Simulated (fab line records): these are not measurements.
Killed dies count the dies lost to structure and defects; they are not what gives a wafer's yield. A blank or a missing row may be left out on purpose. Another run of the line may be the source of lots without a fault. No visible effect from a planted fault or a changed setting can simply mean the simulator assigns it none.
Comparing a struck lot with a sound one :: flow berkeley-cmos170 :: 17 steps out of a route of 331
Sound: these wafers, L149.1, L149.3, L149.4. Struck: wafers L154.1, L154.3, L154.5. The cause is given at the end.
At each step with rows: each side's tool, then ch and its chambers, then its first start. Under that, the readings that differ: sound wafers :: struck wafers :: difference of the means :: sigmas: that difference in standard deviations of wafers without a fault.
alike: a reading whose means differ by less than 2 such deviations, as well as words and numbers matching on both sides. not compared: withheld readings; readings where some wafer has no value; bounds like >300 that might hide an equal value; numbers whose values overlap and for which the record gives no deviation.
Wherever a step has rows on one side only, a row that says differs or no value, or a row with sigmas, the two part there. When numbers do not overlap yet have no deviation, they are printed without sigmas and do not part them. A reading that every wafer of one side lacks parts them only if that side has two wafers or more.

UCB170_GATE_THK_MEAS_02:
  sound on film-metro-03 at day 9 14:23; struck on film-metro-01 at day 9 14:29
  alike: GATE_OXIDE_THK
then, 2 steps without rows for these wafers: UCB170_GATE_ANNEAL_03 (time 1800 s); UCB170_GATE_CVD_04 (deposits poly-Si from SiH4, time 1440 s, target thk 214 nm).
UCB170_GATE_THK_MEAS_05:
  sound on film-metro-01 at day 9 20:58; struck on film-metro-01 at day 9 20:54
  alike: GATE_POLY_THK
then, 6 steps without rows for these wafers: UCB170_GATE_COAT_06; UCB170_GATE_COAT_07 (resist thk 900 nm); UCB170_GATE_SOFTBAKE_08 (time 60 s); UCB170_GATE_EXPOSE_09 (exposes mask POLY, target cd 350 nm); UCB170_GATE_PEB_10; UCB170_GATE_DEVELOP_11 (develop time 45 s).
UCB170_GATE_CD_MEAS_12: target cd 350 nm.
  sound on cd-sem-02 at day 9 22:35; struck on cd-sem-02 at day 9 22:28
  alike: cd-nm
UCB170_GATE_OVL_MEAS_13:
  sound on overlay-01 at day 9 22:42; struck on overlay-02 at day 9 22:35
  alike: GATE_OVL
UCB170_GATE_ETCH_14: etches BARC in N2/H2.
  sound on rie-diel-03 ch 1,2,3, day 9 22:44; struck on rie-diel-01 ch 0,1,3, day 9 22:37
  no value came back on the struck wafers for any of 5 readings (bias-w (W), chamber-pressure-mTorr (mTorr) and others); on the sound wafers bias-w (W) reads 100.3 100.4 99.9
UCB170_GATE_ETCH_15: etches poly-Si in HBr/Cl2, stops on SiO2, time 56.3 s, target depth 278.2 nm.
  sound on rie-si-01 ch 0,1,2, day 9 22:47; struck on rie-si-02 ch 1,2,3, day 9 22:40
reading: oes-product-au (a.u.)
sound: 0.808 0.818 0.826
struck: 0.258 0.275 0.270
difference: -0.550
sigmas: -50
  alike: HBr_flow_sccm, bias-w, drypump-motor-current-A, throttle-valve-pct
  not compared: rf-hours-counter-h
UCB170_GATE_STRIP_16: strips in O2.
  sound on plasma-asher-04 ch 0,1, day 9 22:50; struck on plasma-asher-03 ch 0,1, day 9 22:43
  alike: drypump-motor-current-A, oes-product-au
  not compared: rf-hours-counter-h
UCB170_GATE_CD_MEAS_90: target cd 350 nm.
  sound on cd-sem-01 at day 9 22:56; struck on cd-sem-02 at day 9 22:52
reading: cd-nm (nm)
sound: 349.7 349.4 351.5
struck: - - -
difference: no value on the struck wafers
sigmas: 
then, 1 step without rows for these wafers: UCB170_GATE_CLEAN_17 (cleans in SPM, time 600 s).

## WHERE THEY PART
At UCB170_GATE_ETCH_14 first; at UCB170_GATE_CD_MEAS_90 last (within this record only).

WHY: what the simulator had put in
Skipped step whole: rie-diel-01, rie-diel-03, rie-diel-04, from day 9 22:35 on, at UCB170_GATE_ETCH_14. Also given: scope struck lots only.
